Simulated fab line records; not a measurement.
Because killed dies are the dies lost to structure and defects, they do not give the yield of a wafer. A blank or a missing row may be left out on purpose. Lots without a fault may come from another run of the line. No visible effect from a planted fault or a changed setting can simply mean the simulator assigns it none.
Which tool is to blame? + flow rit cmos + 7 lots, 21 wafers sampled, at 1 step of a route of 202

WHAT EACH GAUGE READ, for each wafer
RIT_ACTIVE_THK_MEAS_02.
| lot  | measured    | on            | ACTIVE_OXIDE_THK (nm) |
|------|-------------|---------------|-----------------------|
| L663 | day 2 04:26 | film metro-02 | 48.0 47.5 48.3        |
| L666 | day 2 19:49 | film metro-02 | 47.9 47.5 48.7        |
| L668 | day 3 05:05 | film metro-01 | 46.4 45.1 46.1        |
| L671 | day 3 20:02 | film metro-03 | 46.7 46.7 46.1        |
| L673 | day 4 07:43 | film metro-01 | 46.9 46.6 46.8        |
| L680 | day 5 17:07 | film metro-03 | 46.9 47.2 47.2        |
| L683 | day 6 07:17 | film metro-03 | 46.7 47.0 47.3        |

TOOL THAT RAN EACH LOT (tool first, then ch and the chambers of the sampled wafers, then the start)
The record holds no process step before these readings.

THE ANSWER, worked out from the rows above alone
Rule: the usual values come from the lots themselves. The widest of any qualifying gaps counts: lots, ordered by their means at a reading, are off when they make up no more than a third of the lots, leave a main group of 4 or more, and stand apart from it by 3 or more times the standard deviation of that group's means. Not used: any main group whose means are identical at the precision the tables above print for the reading. A lot without any number at a reading at which 4 lots or more have one is off too. The other lots that the step has rows for count as sound.
None of the lots is off at any reading shown; this tells nothing.

WHAT THE SIMULATOR HAD PUT IN
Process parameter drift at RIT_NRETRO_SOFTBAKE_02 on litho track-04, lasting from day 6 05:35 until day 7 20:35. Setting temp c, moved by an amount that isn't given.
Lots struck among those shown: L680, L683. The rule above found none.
